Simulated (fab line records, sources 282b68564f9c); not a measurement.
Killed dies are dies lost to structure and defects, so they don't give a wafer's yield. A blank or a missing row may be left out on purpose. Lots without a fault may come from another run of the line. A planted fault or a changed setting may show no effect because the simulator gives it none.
Which tool did it? | flow rit_cmos | 14 lots, 42 wafers sampled, at 2 steps of a route of 202

WHAT THE GAUGES READ, wafer by wafer
The record holds no reading of a measuring or inspecting step that can be judged against a usual standard deviation.

WHICH TOOL RAN EACH LOT (tool, then ch and the chambers of the sampled wafers, then the start)
lot  | RIT_CONTACT_CVD_00             | RIT_M1_PROBE_99
L364 | pecvd-02 ch 0,2, day 3 04:40   | -
L367 | pecvd-02 ch 1,2, day 3 22:05   | -
L370 | pecvd-02 ch 1,2, day 4 10:16   | -
L371 | pecvd-03 ch 0,2, day 4 14:58   | -
L372 | pecvd-01 ch 0,2, day 4 23:58   | -
L374 | pecvd-03 ch 0,1,2, day 5 07:56 | -
L376 | pecvd-02 ch 0,1, day 5 21:05   | -
L377 | pecvd-03 ch 1,2, day 5 21:28   | -
L378 | pecvd-01 ch 1,2, day 6 01:02   | -
L379 | pecvd-02 ch 0,2, day 6 09:16   | prober-02, day 6 15:51
L382 | pecvd-02 ch 0,2, day 7 00:13   | prober-01, day 7 06:41
L383 | pecvd-03 ch 0,2, day 7 04:09   | -
L384 | pecvd-01 ch 0,1,2, day 7 11:17 | -
L387 | pecvd-01 ch 1, day 8 02:53     | -
- RIT_CONTACT_CVD_00: deposits SiO2 from TEOS, target thk 400 nm, time 61 s.
- RIT_M1_PROBE_99

WHAT THE TOOLS THEMSELVES READ (means of the sampled wafers that have a number; where no wafer has one, the mark that the record gives instead)
RIT_CONTACT_CVD_00. Usual: heater_power_w 318 W, standard deviation 65; susceptor_temp_C 390.00 C, standard deviation 0.21.
lot  | tool     | heater_power_w (W) | susceptor_temp_C (C) | flag
L364 | pecvd-02 | 315                | 390.18               |
L367 | pecvd-02 | 394                | 389.73               |
L370 | pecvd-02 | 342                | 389.80               |
L371 | pecvd-03 | 310                | 390.09               |
L372 | pecvd-01 | 356                | 389.84               |
L374 | pecvd-03 | 328                | 390.16               |
L376 | pecvd-02 | 263                | 390.10               |
L377 | pecvd-03 | 357                | 389.75               |
L378 | pecvd-01 | 322                | 390.22               |
L379 | pecvd-02 | 381                | 389.91               |
L382 | pecvd-02 | 316                | 390.16               |
L383 | pecvd-03 | 366                | 390.00               |
L384 | pecvd-01 | 287                | 389.86               |
L387 | pecvd-01 | 265                | 390.01               |

RIT_M1_PROBE_99. Usual: killed_at_contacts 0.1, standard deviation 0.27; killed_at_front_end 6.7, standard deviation 2.9; killed_dies 6.7, standard deviation 2.9; killed_on_rim 1.8, standard deviation 1.4; killed_open 3.4, standard deviation 1.8; killed_short 3.3, standard deviation 2.2.
lot  | tool      | killed_at_contacts | killed_at_front_end | killed_dies | killed_on_rim | killed_open | killed_short | flag
L379 | prober-02 | 10.0               | 6.3                 | 16.3        | 4.0           | 3.3         | 3.0          | OFF
L382 | prober-01 | 21.3               | 5.3                 | 26.7        | 7.3           | 3.7         | 1.7          | OFF

THE ANSWER, worked out from the rows above alone
Rule: a lot is off if the mean of its wafers that have a number lies more than 3 standard deviations from the usual mean. A lot without any number at a reading at which 4 lots or more have one is off too. The other lots that the step has rows for count as sound. The gauges are gone through in route order, then the tools' own readings, and for those a lot's mean is taken as printed above. The first step at which some lot is off is used, and at that step the reading that is off furthest; a lot without a number counts as furthest.
Off: L379, L382, at RIT_M1_PROBE_99 (killed_at_contacts). Neither off nor sound, because the step has no rows for them: L364, L367, L370, L371, L372, L374, L376, L377, L378, L383, L384, L387.
A tool fits if, at that step or a process step before it, it ran every lot that is off, and no sound lot after the first of them. One fits: pecvd-02 at RIT_CONTACT_CVD_00. It ran no sound lot before its first lot that is off in this sample, so the start can't be narrowed down.

WHAT THE SIMULATOR HAD PUT IN
Chamber particle source: pecvd-02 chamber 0, from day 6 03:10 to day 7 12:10, at RIT_CONTACT_CVD_00. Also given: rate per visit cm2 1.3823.
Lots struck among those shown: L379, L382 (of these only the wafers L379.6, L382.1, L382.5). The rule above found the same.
